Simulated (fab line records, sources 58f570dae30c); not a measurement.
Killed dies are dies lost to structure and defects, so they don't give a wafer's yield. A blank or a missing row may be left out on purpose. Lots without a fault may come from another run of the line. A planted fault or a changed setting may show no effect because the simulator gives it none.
Chamber matching | flow berkeley_cmos170 | UCB170_V2_CMP_02 on cmp-02: 4 sister chambers
The step polishes SiO2. 4 wafers are shown with their chamber, then 9 later ones without.

WAFERS WITH THEIR CHAMBER
wafer  | chamber | motor_current_A (A)
L728.5 | 2       | 15.6
L727.2 | 3       | 15.4
L727.3 | 1       | 15.1
L727.4 | 0       | 18.3

WAFERS WITHOUT THEIR CHAMBER
wafer  | motor_current_A (A)
L725.1 | 16.5
L725.2 | 18.1
L725.5 | 16.2
L729.1 | 18.7
L729.4 | 15.7
L729.5 | 16.8
L731.2 | 16.0
L731.3 | 18.9
L731.5 | 15.6

WHICH CHAMBER EACH WENT THROUGH
wafer  | from the rows above               | in truth
L725.1 | can't be placed: 2 or 3 or 1 or 0 | 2
L725.2 | 0                                 | 0
L725.5 | can't be placed: 2 or 3 or 1      | 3
L729.1 | 0                                 | 0
L729.4 | can't be placed: 2 or 3 or 1      | 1
L729.5 | can't be placed: 2 or 3 or 0 or 1 | 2
L731.2 | can't be placed: 2 or 3 or 1      | 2
L731.3 | 0                                 | 0
L731.5 | can't be placed: 2 or 3 or 1      | 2
Placed correctly: 3 of 9. Can't be placed from these rows: 6 (the true chamber is among the candidates in 6). Placed wrongly: 0.
How it was worked out, from the rows above alone: a wafer's distance from a chamber is the root of the sum, over the readings, of the square of ((its reading less the chamber's mean) divided by the reading's scatter). The wafer belongs to the nearest chamber; if the next one is less than 2 further off, it can't be placed. A chamber's mean is the mean of its shown wafers. The scatter: with one shown wafer a chamber, the root of the mean of the squares of how far each hidden wafer lies from its nearest shown one.
